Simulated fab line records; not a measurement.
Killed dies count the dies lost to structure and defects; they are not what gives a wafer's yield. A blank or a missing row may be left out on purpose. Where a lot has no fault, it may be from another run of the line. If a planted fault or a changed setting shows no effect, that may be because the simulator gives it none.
What tool caused it?	flow rit-cmos	14 lots with 42 wafers sampled at 2 steps, on a route of 202 steps

WHAT THE GAUGES SHOWED, per wafer
RIT_PRETRO_TW_MEAS_10.
lot	measured	on	PRETRO_TW
L346	day 2 12:26	film-metro-02	468.8 467.5 466.2
L348	day 2 23:35	film-metro-02	466.3 466.0 467.0
L349	day 3 05:16	film-metro-04	474.3 473.5 473.7
L350	day 3 09:33	film-metro-02	469.2 471.3 470.4
L351	day 3 13:07	film-metro-01	468.0 468.3 468.6
L353	day 3 23:37	film-metro-02	472.7 472.9 472.5
L355	day 4 09:40	film-metro-02	473.7 476.3 472.4
L356	day 4 14:17	film-metro-04	466.4 466.9 466.0
L357	day 4 19:28	film-metro-04	470.0 467.4 469.6
L358	day 5 00:17	film-metro-02	471.3 471.2 472.6
L360	day 5 10:44	film-metro-02	471.7 470.6 470.1
L362	day 5 20:53	film-metro-01	469.4 468.9 469.1
L364	day 6 07:07	film-metro-04	519.1 515.7 513.0
L365	day 6 10:49	film-metro-02	520.0 521.4 520.5

TOOL THAT RAN EACH LOT (tool first, then ch and the chambers of the sampled wafers, then the start)
lot	RIT_PRETRO_IMPLANT_08
L346	implanter-02 ch 0, day 2 12:08
L348	implanter-03 ch 0, day 2 23:16
L349	implanter-02 ch 0, day 3 04:56
L350	implanter-02 ch 0, day 3 09:14
L351	implanter-03 ch 0, day 3 12:47
L353	implanter-02 ch 0, day 3 23:17
L355	implanter-02 ch 0, day 4 09:20
L356	implanter-02 ch 0, day 4 13:58
L357	implanter-02 ch 0, day 4 19:08
L358	implanter-02 ch 0, day 4 23:59
L360	implanter-04 ch 0, day 5 10:25
L362	implanter-02 ch 0, day 5 20:35
L364	implanter-02 ch 0, day 6 06:47
L365	implanter-02 ch 0, day 6 10:29
- RIT_PRETRO_IMPLANT_08

WHAT THE TOOLS THEMSELVES READ (means of the sampled wafers that have a number; where no wafer has one, the mark that the record gives instead)
RIT_PRETRO_IMPLANT_08.
lot	tool	dose-ions-cm2	end-station-pressure-torr (Torr)	faraday-current-uA
L346	implanter-02	1.2000e+13	4.93e-06	38.3
L348	implanter-03	1.2006e+13	5.17e-06	37.7
L349	implanter-02	1.2008e+13	5.16e-06	38.0
L350	implanter-02	1.1989e+13	4.82e-06	37.3
L351	implanter-03	1.1975e+13	4.97e-06	37.9
L353	implanter-02	1.2008e+13	5.10e-06	37.8
L355	implanter-02	1.2012e+13	4.96e-06	38.3
L356	implanter-02	1.2019e+13	4.87e-06	38.4
L357	implanter-02	1.1982e+13	4.91e-06	38.5
L358	implanter-02	1.1995e+13	4.98e-06	38.4
L360	implanter-04	1.1988e+13	5.14e-06	37.8
L362	implanter-02	1.1991e+13	5.02e-06	37.7
L364	implanter-02	1.6332e+13	5.26e-06	52.1
L365	implanter-02	1.6322e+13	4.79e-06	52.6

THE ANSWER, worked out from the rows above alone
Rule: usual is defined by the lots themselves. Put in order of their means at a reading, lots are off if they are a third of the lots or fewer, leave a main group of 4 or more, and stand apart from it by a gap of 3 or more times the standard deviation of the main group's means; of several such gaps the widest counts. If all means in a main group match to the digits the tables above print for the reading, that group is not used. A lot without any number at a reading at which 4 lots or more have one is off too. All remaining lots with rows at the step are treated as sound. After the gauges, taken in route order, come the tools' own readings; for these a lot's mean is taken, as printed above. At the first step where some lot is off, the reading lying furthest off is the one used; lots without a number count as furthest.
Off: at RIT_PRETRO_TW_MEAS_10 (PRETRO_TW), L364, L365. Mean 470.0 and standard deviation 2.6 in the main group.
If a tool, at a process step before that reading, ran all the lots that are off and no sound lot after the first of them, it fits. The gauges at RIT_PRETRO_TW_MEAS_10 aren't tried: what is off there is off at RIT_PRETRO_IMPLANT_08 too, on other tools, and a gauge's error can't cause that. One fits: RIT_PRETRO_IMPLANT_08 on implanter-02. A fault onset in the window from L362 (day 5 20:35, its last sound lot) to L364 (day 6 06:47, its first lot off) fits.
The tool's own readings at RIT_PRETRO_IMPLANT_08 bear it out: on the lots that are off they differ by more than 5 times the standard deviation of the sound lots' means. dose-ions-cm2 reads 1.6327e+13 there against 1.1998e+13 on the sound lots; faraday-current-uA reads 52.4 there against 38.0 on the sound lots.

WHAT THE SIMULATOR PUT IN
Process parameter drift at RIT_PRETRO_IMPLANT_08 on implanter-02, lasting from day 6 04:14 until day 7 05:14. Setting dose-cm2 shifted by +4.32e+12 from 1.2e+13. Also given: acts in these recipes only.
Shown lots that were struck: L364, L365. This agrees with what the rule above found.
